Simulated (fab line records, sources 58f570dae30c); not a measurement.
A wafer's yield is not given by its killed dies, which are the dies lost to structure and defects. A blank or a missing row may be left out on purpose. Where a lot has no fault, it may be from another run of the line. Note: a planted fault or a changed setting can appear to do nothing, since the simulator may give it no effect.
Split-lot study -- flow berkeley cmos170 -- 23 wafers read across 5 lots, on a route 331 steps long

== SPLIT DETAILS ==
At UCB170_PVT_IMPLANT_07, the setting energy kev was moved away from the recipe's 30 on 8 of the 23 wafers read, by -2.7% to +6.0%. The other wafers ran this setting at the recipe's value.

== BETWEEN THE SPLIT AND THE READING: the file shows 1 step in between ==
- UCB170_PVT_STRIP_08: strips in O2

== THE READING ==
PVT_TW, at UCB170_PVT_TW_MEAS_09. Fault-free wafers of this fab line usually give 507.2, standard deviation 2.8.

wafer,"tool, chamber at the split",energy kev as run,against the recipe,PVT_TW,against lot-mates on the recipe
L074.1,"implanter-03, 0",31.79,+6.0%,516.3,+6.4
L074.2,"implanter-03, 0",30,recipe,511.1,-
L074.4,"implanter-03, 0",31.79,+6.0%,516.6,+6.7
L074.5,"implanter-03, 0",31.79,+6.0%,519.8,+9.9
L074.6,"implanter-03, 0",30,recipe,508.7,-
L076.2,"implanter-03, 0",30,recipe,501.5,-
L076.3,"implanter-03, 0",30,recipe,501.8,-
L076.6,"implanter-03, 0",30,recipe,501.2,-
L075.1,"implanter-04, 0",29.18,-2.7%,506.5,-2.5
L075.2,"implanter-04, 0",30,recipe,509.0,-
L075.3,"implanter-04, 0",30,recipe,510.3,-
L075.4,"implanter-04, 0",29.18,-2.7%,503.7,-5.3
L075.5,"implanter-04, 0",30,recipe,507.8,-
L079.1,"implanter-03, 0",30,recipe,504.8,-
L079.3,"implanter-03, 0",30,recipe,506.9,-
L079.4,"implanter-03, 0",31.64,+5.5%,515.3,+9.4
L079.5,"implanter-03, 0",31.64,+5.5%,509.5,+3.6
L079.6,"implanter-03, 0",31.64,+5.5%,514.4,+8.5
L082.1,"implanter-02, 0",30,recipe,506.0,-
L082.2,"implanter-02, 0",30,recipe,504.3,-
L082.3,"implanter-02, 0",30,recipe,508.0,-
L082.4,"implanter-02, 0",30,recipe,506.3,-
L082.5,"implanter-02, 0",30,recipe,504.7,-

THE FIT
A straight line over all 23 wafers: PVT_TW changes by +1.47 for each +1% of energy kev; r = +0.81; the points scatter about the line by 3.1.
The same after taking each lot's own level away (the mean of its wafers on the recipe; 23 wafers): +1.32 for each +1%; r = +0.93; scatter 1.5.
On that fit, the largest move of energy kev shifts the reading by 7.9.
From 501.50 to 509.90: that is the span of the lots' own levels, equal to 3.0 times the standard deviation above.
In other words, the slope is changed by the lot-to-lot level; the two fits disagree.
Check: with one of the wafers moved furthest among these (+6.0%) left out of the fit, the line predicts +8.1 for it against its lot-mates. It came out at +6.4 against them.

== OTHER SPLITS ON THESE WAFERS ==
Other splits were also applied to these wafers ahead of the reading. Each is held against what the fit with the lots' levels taken away leaves over:
other split on the same wafers,wafers away from the commonest value,r with PVT_TW (lot level and that fit taken away)
UCB170_NWELL_IMPLANT_14 energy kev,7,-0.44
UCB170_PWELL_CVD_05 temp c,18,+0.01
UCB170_ACTIVE_COAT_08 resist thk nm,10,-0.05
UCB170_PFIELD_IMPLANT_07 energy kev,11,-0.12

== THE WHOLE CHAIN: every reading that the file lists as answering this split, in the file's order ==
step,what it does,reading,change (the file's fit),r (the file's)
UCB170_PVT_IMPLANT_07,,"implant.rp nm (the simulator's own value, which no gauge read)",+0.34 nm for each +1% of the setting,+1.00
UCB170_PVT_IMPLANT_07,,"implant.drp nm (the simulator's own value, which no gauge read)",+0.135 nm for each +1% of the setting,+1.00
UCB170_PVT_TW_MEAS_09,,PVT_TW,+1.31 for each +1% of the setting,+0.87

== THE FILE'S OWN FIT ==
PVT_TW changes by +1.31 for each +1% of energy kev, r = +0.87.
